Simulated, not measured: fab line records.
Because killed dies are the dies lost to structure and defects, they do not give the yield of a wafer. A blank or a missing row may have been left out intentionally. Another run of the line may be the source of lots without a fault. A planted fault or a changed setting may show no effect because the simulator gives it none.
Struck lot and sound lot, side by side ; flow berkeley-cmos170 ; 24 steps out of a route of 331
Sound: these wafers, L150.2, L150.4, L150.6. Wafers struck: L156.3, L156.4, L156.6. The cause comes at the end.
Each step with rows lists, per side, the tool, then ch with its chambers, then its first start. Under that, the readings that differ: sound wafers ; struck wafers ; difference of the means ; sigmas: that difference in standard deviations of wafers without a fault.
alike: a reading whose means differ by less than 2 such deviations, as well as words and numbers matching on both sides. not compared: withheld readings; readings where some wafer has no value; bounds like >300 that might hide an equal value; numbers whose values overlap and for which the record gives no deviation.
Wherever a step has rows on one side only, a row that says differs or no value, or a row with sigmas, the two part there. When numbers do not overlap yet have no deviation, they are printed without sigmas and do not part them. Lack of a reading on every wafer of one side parts them only where that side has two or more wafers.

first, 4 steps without rows for these wafers: UCB170_PWELL_WET_ETCH_19 (etches Si3N4 in H3PO4, time 14400 s); UCB170_PWELL_WET_ETCH_20 (etches SiO2 in BOE, time 22 s); UCB170_WELLDRIVE_CLEAN_00 (cleans in SPM, time 600 s); UCB170_WELLDRIVE_OXIDATION_01 (target thk 199 nm, ox time 9000 s).
UCB170_WELLDRIVE_THK_MEAS_02:
  sound: film-metro-03 at day 4 01:26; struck: film-metro-01 at day 5 06:56
  alike: WELLDRIVE_OXIDE_THK
then, 5 steps without rows for these wafers: UCB170_WELLDRIVE_ANNEAL_03 (time 900 s); UCB170_WELLDRIVE_WET_ETCH_04 (etches SiO2 in BOE, time 120 s); UCB170_ACTIVE_CLEAN_00 (cleans in SPM, time 600 s); UCB170_ACTIVE_CLEAN_01 (cleans in dHF, time 60 s); UCB170_ACTIVE_OXIDATION_02 (target thk 26.4 nm, ox time 1260 s).
UCB170_ACTIVE_THK_MEAS_03:
  sound: film-metro-04 at day 4 10:46; struck: film-metro-03 at day 5 18:51
  alike: ACTIVE_OXIDE_THK
then, 1 step without rows for these wafers: UCB170_ACTIVE_ANNEAL_04 (time 900 s).
UCB170_ACTIVE_CVD_05: deposits Si3N4 from SiH2Cl2/NH3, target thk 220 nm, time 3300 s.
  sound on lpcvd-02 ch 0, day 4 14:46; struck on lpcvd-01 ch 1, day 6 06:55
  alike: spike-tc-centre-C, spike-tc-source-C
UCB170_ACTIVE_THK_MEAS_06:
  sound: film-metro-03 at day 4 16:41; struck: film-metro-03 at day 6 08:56
reading;sound;struck;difference;sigmas
ACTIVE_NITRIDE_THK (nm);219.0 218.7 218.1;434.6 436.4 436.5;+217.2;+99 or more
then, 6 steps without rows for these wafers: UCB170_ACTIVE_HMDS_07 (prime time 60 s); UCB170_ACTIVE_COAT_08 (resist thk 900 nm); UCB170_ACTIVE_SOFTBAKE_09 (time 60 s); UCB170_ACTIVE_EXPOSE_10 (exposes mask ACTIVE, target cd 1200 nm); UCB170_ACTIVE_PEB_11; UCB170_ACTIVE_DEVELOP_12 (develop time 45 s).
UCB170_ACTIVE_CD_MEAS_13 targets a cd of 1200 nm.
  sound: cd-sem-01 at day 4 18:10; struck: cd-sem-01 at day 6 10:04
  alike: cd-nm
UCB170_ACTIVE_OVL_MEAS_14:
  sound: overlay-02 at day 4 18:16; struck: overlay-01 at day 6 10:11
  alike: ACTIVE_OVL
UCB170_ACTIVE_ETCH_15: etches Si3N4 in CH3F/Ar/O2, stops on SiO2, target depth 242 nm, time 151 s.
  sound on rie-diel-03 ch 0,3, day 4 18:18; struck on rie-diel-02 ch 0,2,3, day 6 10:13
reading;sound;struck;difference;sigmas
oes-product-au (a.u.);0.943 0.965 0.934;0.978 1.003 0.989;+0.043;+3
model.etch.depth-nm (nm);219 218.6 218.1;238.4 241.6 235.7;+20.0;
  alike: drypump-motor-current-A, throttle-valve-pct
  not compared: rf-hours-counter-h
UCB170_ACTIVE_STRIP_16: strips in O2.
  sound on plasma-asher-01 ch 0,1, day 4 18:24; struck on plasma-asher-03 ch 0,1, day 6 10:28
  alike: drypump-motor-current-A, oes-product-au, strip-time-to-endpoint-s
  not compared: rf-hours-counter-h

## WHERE THEY PART
Last at UCB170_ACTIVE_ETCH_15 as far as this record goes, first at UCB170_ACTIVE_THK_MEAS_06. Later steps at which nothing parts them and some readings are alike: UCB170_ACTIVE_STRIP_16.

WHY: the cause the simulator had injected
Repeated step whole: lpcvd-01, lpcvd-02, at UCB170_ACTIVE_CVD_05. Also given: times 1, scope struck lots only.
